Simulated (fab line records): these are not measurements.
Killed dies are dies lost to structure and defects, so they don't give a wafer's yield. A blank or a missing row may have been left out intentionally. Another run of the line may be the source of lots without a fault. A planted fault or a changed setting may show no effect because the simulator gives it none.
Split-lot experiment / flow rit-cmos / 5 lots, 23 wafers read, on a route of 202 steps

== THE SPLIT ==
At RIT_GATE_SOFTBAKE_12 (time 60 s), the setting temp-c was moved away from the recipe's 90 C on 9 of the 23 wafers read, by -3.6% to +3.9%. All remaining wafers had this setting at the recipe value.

No step appears in the file between the split and the reading.

== THE READING ==
NOVOLAK_of_GATE_COAT_11.thk-nm (the simulator's own value, which no gauge read), in nm, at RIT_GATE_DEVELOP_15 (develop time 50 s). No usual value for it is given in the file. Here, 14 wafers ran the recipe; their average is 849.6 nm with a standard deviation of 3.3 nm.

wafer=L074.1; tool, chamber at the split=litho-track-01, 0; temp-c as run, C=90; against the recipe=recipe; NOVOLAK_of_GATE_COAT_11.thk-nm, nm=842.9; against lot-mates on the recipe=-
wafer=L074.3; tool, chamber at the split=litho-track-01, 0; temp-c as run, C=90; against the recipe=recipe; NOVOLAK_of_GATE_COAT_11.thk-nm, nm=845.3; against lot-mates on the recipe=-
wafer=L074.4; tool, chamber at the split=litho-track-01, 0; temp-c as run, C=86.73; against the recipe=-3.6%; NOVOLAK_of_GATE_COAT_11.thk-nm, nm=852.5; against lot-mates on the recipe=+8.2
wafer=L074.5; tool, chamber at the split=litho-track-01, 0; temp-c as run, C=90; against the recipe=recipe; NOVOLAK_of_GATE_COAT_11.thk-nm, nm=844.8; against lot-mates on the recipe=-
wafer=L074.6; tool, chamber at the split=litho-track-01, 0; temp-c as run, C=86.73; against the recipe=-3.6%; NOVOLAK_of_GATE_COAT_11.thk-nm, nm=851.6; against lot-mates on the recipe=+7.3
wafer=L075.1; tool, chamber at the split=litho-track-02, 0; temp-c as run, C=90; against the recipe=recipe; NOVOLAK_of_GATE_COAT_11.thk-nm, nm=850.5; against lot-mates on the recipe=-
wafer=L075.2; tool, chamber at the split=litho-track-02, 0; temp-c as run, C=90; against the recipe=recipe; NOVOLAK_of_GATE_COAT_11.thk-nm, nm=849.8; against lot-mates on the recipe=-
wafer=L075.3; tool, chamber at the split=litho-track-02, 0; temp-c as run, C=91.28; against the recipe=+1.4%; NOVOLAK_of_GATE_COAT_11.thk-nm, nm=847.2; against lot-mates on the recipe=-2.6
wafer=L075.4; tool, chamber at the split=litho-track-02, 0; temp-c as run, C=91.28; against the recipe=+1.4%; NOVOLAK_of_GATE_COAT_11.thk-nm, nm=849.4; against lot-mates on the recipe=-0.4
wafer=L075.6; tool, chamber at the split=litho-track-02, 0; temp-c as run, C=90; against the recipe=recipe; NOVOLAK_of_GATE_COAT_11.thk-nm, nm=849.2; against lot-mates on the recipe=-
wafer=L078.2; tool, chamber at the split=litho-track-02, 0; temp-c as run, C=90; against the recipe=recipe; NOVOLAK_of_GATE_COAT_11.thk-nm, nm=855.8; against lot-mates on the recipe=-
wafer=L078.3; tool, chamber at the split=litho-track-02, 0; temp-c as run, C=90; against the recipe=recipe; NOVOLAK_of_GATE_COAT_11.thk-nm, nm=852.8; against lot-mates on the recipe=-
wafer=L078.4; tool, chamber at the split=litho-track-02, 0; temp-c as run, C=90; against the recipe=recipe; NOVOLAK_of_GATE_COAT_11.thk-nm, nm=851.6; against lot-mates on the recipe=-
wafer=L078.5; tool, chamber at the split=litho-track-02, 0; temp-c as run, C=91.24; against the recipe=+1.4%; NOVOLAK_of_GATE_COAT_11.thk-nm, nm=849.8; against lot-mates on the recipe=-3.6
wafer=L078.6; tool, chamber at the split=litho-track-02, 0; temp-c as run, C=91.24; against the recipe=+1.4%; NOVOLAK_of_GATE_COAT_11.thk-nm, nm=853; against lot-mates on the recipe=-0.4
wafer=L081.1; tool, chamber at the split=litho-track-03, 0; temp-c as run, C=93.53; against the recipe=+3.9%; NOVOLAK_of_GATE_COAT_11.thk-nm, nm=842.5; against lot-mates on the recipe=-9.2
wafer=L081.3; tool, chamber at the split=litho-track-03, 0; temp-c as run, C=90; against the recipe=recipe; NOVOLAK_of_GATE_COAT_11.thk-nm, nm=851.9; against lot-mates on the recipe=-
wafer=L081.4; tool, chamber at the split=litho-track-03, 0; temp-c as run, C=90; against the recipe=recipe; NOVOLAK_of_GATE_COAT_11.thk-nm, nm=851.6; against lot-mates on the recipe=-
wafer=L081.5; tool, chamber at the split=litho-track-03, 0; temp-c as run, C=93.53; against the recipe=+3.9%; NOVOLAK_of_GATE_COAT_11.thk-nm, nm=844.8; against lot-mates on the recipe=-7.0
wafer=L081.6; tool, chamber at the split=litho-track-03, 0; temp-c as run, C=93.53; against the recipe=+3.9%; NOVOLAK_of_GATE_COAT_11.thk-nm, nm=841.5; against lot-mates on the recipe=-10.2
wafer=L084.3; tool, chamber at the split=litho-track-01, 0; temp-c as run, C=90; against the recipe=recipe; NOVOLAK_of_GATE_COAT_11.thk-nm, nm=849.5; against lot-mates on the recipe=-
wafer=L084.4; tool, chamber at the split=litho-track-01, 0; temp-c as run, C=90; against the recipe=recipe; NOVOLAK_of_GATE_COAT_11.thk-nm, nm=849.3; against lot-mates on the recipe=-
wafer=L084.6; tool, chamber at the split=litho-track-01, 0; temp-c as run, C=90; against the recipe=recipe; NOVOLAK_of_GATE_COAT_11.thk-nm, nm=848.9; against lot-mates on the recipe=-

FIT RESULTS
A straight line over all 23 wafers: NOVOLAK_of_GATE_COAT_11.thk-nm changes by -1.17 nm for each +1% of temp-c; r = -0.58; the points scatter about the line by 3.1 nm.
The same after taking each lot's own level away (the mean of its wafers on the recipe; 23 wafers): -2.13 nm for each +1%; r = -0.95; scatter 1.3 nm.
That fit puts the effect of the largest move of temp-c on the reading at 8.4 nm.
The span of the lots' own levels, 844.33 to 853.40 nm, comes to 2.8 times the standard deviation stated above.
So the lot-to-lot level blurs the effect unless lot-mates are compared.
Check: for one of the wafers moved furthest among these (+3.9%), held out of the fit, the line's prediction against its lot-mates is -7.94 nm. Against them it came out at -9.25 nm.

== ADDITIONAL SPLITS CARRIED BY THESE WAFERS ==
Note: prior to the reading, these wafers also went through further splits. Each is held against what the fit with the lots' levels taken away leaves over:
other split on the same wafers=RIT_ACTIVE_CVD_03 pressure-mtorr; wafers away from the commonest value=18; r with NOVOLAK_of_GATE_COAT_11.thk-nm (lot level and that fit taken away)=+0.08
other split on the same wafers=RIT_ACTIVE_EXPOSE_08 dose-mj; wafers away from the commonest value=5; r with NOVOLAK_of_GATE_COAT_11.thk-nm (lot level and that fit taken away)=-0.28
other split on the same wafers=RIT_ACTIVE_ETCH_13 rf-w; wafers away from the commonest value=7; r with NOVOLAK_of_GATE_COAT_11.thk-nm (lot level and that fit taken away)=+0.29
other split on the same wafers=RIT_FOX1_WET_ETCH_02 time-s; wafers away from the commonest value=10; r with NOVOLAK_of_GATE_COAT_11.thk-nm (lot level and that fit taken away)=+0.25
other split on the same wafers=RIT_NWELL_IMPLANT_08 dose-cm2; wafers away from the commonest value=5; r with NOVOLAK_of_GATE_COAT_11.thk-nm (lot level and that fit taken away)=-0.17
other split on the same wafers=RIT_PWELL_IMPLANT_08 dose-cm2; wafers away from the commonest value=4; r with NOVOLAK_of_GATE_COAT_11.thk-nm (lot level and that fit taken away)=+0.33
other split on the same wafers=RIT_NRETRO_SOFTBAKE_02 temp-c; wafers away from the commonest value=10; r with NOVOLAK_of_GATE_COAT_11.thk-nm (lot level and that fit taken away)=+0.18

== FILE'S OWN FIT ==
NOVOLAK_of_GATE_COAT_11.thk-nm changes by -2.08 nm for each +1% of temp-c, r = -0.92.
